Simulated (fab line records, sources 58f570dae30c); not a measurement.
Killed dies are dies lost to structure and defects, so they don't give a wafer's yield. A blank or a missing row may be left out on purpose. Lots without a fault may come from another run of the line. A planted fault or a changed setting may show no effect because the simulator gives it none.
One fault seen from 2 desks | flow berkeley_cmos170 | each desk has only its own numbers; what lay behind them comes last

THE TOOL OWNER'S DESK: rtp_anneal-02
The tool's own readings at UCB170_SILICIDE_RTA_04 (time 15 s): means of the sampled wafers that have a number, for each lot that ran on this tool. A lot is out of limits, marked OUT, if its mean lies more than 4 standard deviations from the usual mean; the brackets give that distance.
Columns: A = chamber_o2_ppm at UCB170_SILICIDE_RTA_04, usual 1.996; B = lamp_power_pct at UCB170_SILICIDE_RTA_04, usual 9.9 %; C = wafer_temp_C_max at UCB170_SILICIDE_RTA_04, usual 652.6
lot  | first seen here | A                        | B   | C
L120 | day 8 11:25     | 2.009                    | 9.0 | 652.3
L124 | day 9 14:56     | 61.986 (+99 or more) OUT | 9.0 | 652.1
L125 | day 10 00:12    | 61.997 (+99 or more) OUT | 9.0 | 652.9
L127 | day 10 00:18    | 61.992 (+99 or more) OUT | 9.0 | 652.3
This desk's finding: out of limits on L124, L125, L127; first on L124, day 9 14:56 (chamber_o2_ppm at UCB170_SILICIDE_RTA_04). In limits: L120.

THE METROLOGY DESK
What the gauges read, lot by lot, whatever tool the lot ran on: means of the sampled wafers that have a number. A lot is out of limits, marked OUT, if its mean lies more than 4 standard deviations from the usual mean; the brackets give that distance.
Columns: A = PSD_RS at UCB170_SDANNEAL_RS_MEAS_02, usual 75.7 ohm/sq; B = NSD_RS at UCB170_SDANNEAL_RS_MEAS_03, usual 37.31 ohm/sq; C = PLDD_RS at UCB170_SDANNEAL_RS_MEAS_04, usual 1032.7 ohm/sq; D = NLDD_RS at UCB170_SDANNEAL_RS_MEAS_05, usual 617.2 ohm/sq; E = SILICIDE_TI_RS at UCB170_SILICIDE_RS_MEAS_02, usual 26.4 ohm/sq; F = SILICIDE_TI_THK at UCB170_SILICIDE_THK_MEAS_03, usual 29.8 nm
lot  | first seen here | A    | B     | C      | D     | E    | F
L116 | day 7 10:20     | 75.8 | 37.38 | 1034.4 | 619.2 | 26.3 | 30.0
L120 | day 8 10:39     | 75.3 | 37.35 | 1033.5 | 616.3 | 26.2 | 30.0
L124 | day 9 14:11     | 75.5 | 37.16 | 1034.6 | 617.5 | 26.3 | 29.9
L125 | day 9 23:28     | 75.7 | 37.24 | 1031.8 | 616.5 | 26.7 | 29.5
L127 | day 9 23:32     | 76.0 | 37.35 | 1035.9 | 617.0 | 25.8 | 30.4
L129 | day 10 16:38    | 75.7 | 37.36 | 1032.2 | 617.3 | 26.3 | 29.8
L133 | day 11 05:39    | 75.8 | 37.28 | 1034.3 | 616.3 | 26.0 | 30.2
This desk's finding: nothing out of limits on any of the 7 lots.

PUT TOGETHER
The tool owner's desk could have raised an alarm at day 9 14:56, on L124, L125, L127.
The metrology desk saw nothing out of limits.
The metrology desk has L124, L125, L127 on record, within its limits.
Of the lots named, all ran UCB170_SILICIDE_RTA_04 on rtp_anneal-02.

WHAT THE SIMULATOR HAD PUT IN
Process parameter drift: rtp_anneal-02, from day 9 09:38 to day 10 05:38, at UCB170_SILICIDE_RTA_04. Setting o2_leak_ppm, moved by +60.
Lots struck among those shown: L124, L125, L127.
Hours from the fault's start to each desk's first reading out of limits: the tool owner's desk, 5.
